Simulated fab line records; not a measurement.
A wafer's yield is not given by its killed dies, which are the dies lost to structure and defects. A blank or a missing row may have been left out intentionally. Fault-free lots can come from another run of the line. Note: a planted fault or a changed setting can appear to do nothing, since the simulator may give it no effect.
2 desks, one fault || flow rit-cmos || every desk sees just its own numbers, and what lay behind them comes last

== TOOL OWNER'S DESK, pvd-sputter-03 ==
The tool's own readings at RIT_SILICIDE_SPUTTER_01 (material Ti, target thk 30 nm, time 240 s): means of the sampled wafers that have a number, for each lot that ran on this tool. A lot is out of limits, marked OUT, if its mean lies more than 4 standard deviations from the usual mean; the brackets give that distance.
Columns: A = cathode-dc-power-W at RIT_SILICIDE_SPUTTER_01, usual 349.99 W; B = throttle-valve-pct at RIT_SILICIDE_SPUTTER_01, usual 30.5 %
{"lot": "L705", "first seen here": "day 3 09:03", "A": 350.01, "B": 28.9}
{"lot": "L711", "first seen here": "day 4 12:34", "A": 349.98, "B": 29.4}
{"lot": "L715", "first seen here": "day 5 09:13", "A": 349.94, "B": 28.4}
{"lot": "L717", "first seen here": "day 5 23:05", "A": 350.02, "B": 30.7}
{"lot": "L721", "first seen here": "day 6 18:28", "A": "359.19 (+99 or more) OUT", "B": 30.1}
This desk's finding: out of limits on L721; first on L721, day 6 18:28 (cathode-dc-power-W at RIT_SILICIDE_SPUTTER_01). L705, L711, L715, L717: within limits.

== THE METROLOGY DESK ==
What the gauges read, lot by lot, whatever tool the lot ran on: means of the sampled wafers that have a number. A lot is out of limits, marked OUT, if its mean lies more than 4 standard deviations from the usual mean; the brackets give that distance.
Columns: A = SILICIDE_TI_RS at RIT_SILICIDE_RS_MEAS_02, usual 47.7 ohm/sq; B = SILICIDE_TI_THK at RIT_SILICIDE_THK_MEAS_03, usual 29.5 nm
{"lot": "L705", "first seen here": "day 3 09:13", "A": 48.8, "B": 29.1}
{"lot": "L708", "first seen here": "day 4 01:14", "A": 47.8, "B": 29.3}
{"lot": "L709", "first seen here": "day 4 04:02", "A": 48.4, "B": 29.1}
{"lot": "L710", "first seen here": "day 4 09:04", "A": 47.7, "B": 29.4}
{"lot": "L711", "first seen here": "day 4 12:43", "A": 48.0, "B": 29.4}
{"lot": "L714", "first seen here": "day 5 05:35", "A": 48.0, "B": 29.5}
{"lot": "L715", "first seen here": "day 5 09:22", "A": 47.6, "B": 29.4}
{"lot": "L717", "first seen here": "day 5 23:17", "A": 47.7, "B": 29.6}
{"lot": "L718", "first seen here": "day 6 07:43", "A": 47.0, "B": 29.9}
{"lot": "L721", "first seen here": "day 6 18:39", "A": 46.5, "B": 29.9}
{"lot": "L724", "first seen here": "day 7 12:16", "A": 47.6, "B": 29.4}
{"lot": "L726", "first seen here": "day 8 00:10", "A": 47.5, "B": 29.7}
{"lot": "L727", "first seen here": "day 8 11:43", "A": 47.1, "B": 29.6}
This desk found nothing out of limits on any of the 13 lots.

== ALL TOGETHER ==
The tool owner's desk could have raised an alarm at day 6 18:28, on L721.
Metrology desk: nothing out of limits seen.
The metrology desk has L721 on record, within its limits.
The lots listed all ran RIT_SILICIDE_SPUTTER_01 on pvd-sputter-03.

== WHAT THE SIMULATOR PUT IN ==
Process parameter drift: pvd-sputter-03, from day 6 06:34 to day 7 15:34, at RIT_SILICIDE_SPUTTER_01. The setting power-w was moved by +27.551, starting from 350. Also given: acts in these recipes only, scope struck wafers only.
Shown lots that were struck: L721.
How many hours passed from the start of the fault until each desk's first out-of-limits reading: the tool owner's desk, 12.
